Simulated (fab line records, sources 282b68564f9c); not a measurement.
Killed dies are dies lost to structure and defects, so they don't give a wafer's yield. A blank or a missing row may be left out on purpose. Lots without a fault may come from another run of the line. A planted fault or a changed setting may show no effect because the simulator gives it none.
Which tool did it? | flow rit_cmos | 6 lots, 18 wafers sampled, at 2 steps of a route of 202

WHAT THE GAUGES READ, wafer by wafer
RIT_GATE_CD_MEAS_16: target cd 150 nm.
lot  | measured    | on        | cd_nm (nm)
L908 | day 2 19:15 | cd_sem-01 | 151.0 151.8 151.7
L910 | day 3 04:16 | cd_sem-02 | 147.6 148.7 146.4
L913 | day 3 18:37 | cd_sem-01 | 147.6 149.2 150.3
L916 | day 4 10:37 | cd_sem-01 | 152.3 150.5 149.2
L919 | day 4 23:59 | cd_sem-02 | 149.6 150.0 149.4
L925 | day 6 06:28 | cd_sem-01 | 148.1 147.0 147.5

WHICH TOOL RAN EACH LOT (tool, then ch and the chambers of the sampled wafers, then the start)
lot  | RIT_GATE_EXPOSE_13
L908 | iline_stepper-02 ch 0, day 2 18:51
L910 | iline_stepper-02 ch 0, day 3 03:52
L913 | iline_stepper-02 ch 0, day 3 18:13
L916 | iline_stepper-01 ch 0, day 4 10:13
L919 | iline_stepper-02 ch 0, day 4 23:35
L925 | iline_stepper-01 ch 0, day 6 06:04
- RIT_GATE_EXPOSE_13: exposes mask M6, target cd 150 nm.

THE ANSWER, worked out from the rows above alone
Rule: what is usual is taken from the lots themselves. Put in order of their means at a reading, lots are off if they are a third of the lots or fewer, leave a main group of 4 or more, and stand apart from it by a gap of 3 or more times the standard deviation of the main group's means; of several such gaps the widest counts. A main group whose means are all the same, to the digits that the tables above print for the reading, isn't used. A lot without any number at a reading at which 4 lots or more have one is off too. The other lots that the step has rows for count as sound.
No lot is off at any reading shown: from this, nothing can be told.

WHAT THE SIMULATOR HAD PUT IN
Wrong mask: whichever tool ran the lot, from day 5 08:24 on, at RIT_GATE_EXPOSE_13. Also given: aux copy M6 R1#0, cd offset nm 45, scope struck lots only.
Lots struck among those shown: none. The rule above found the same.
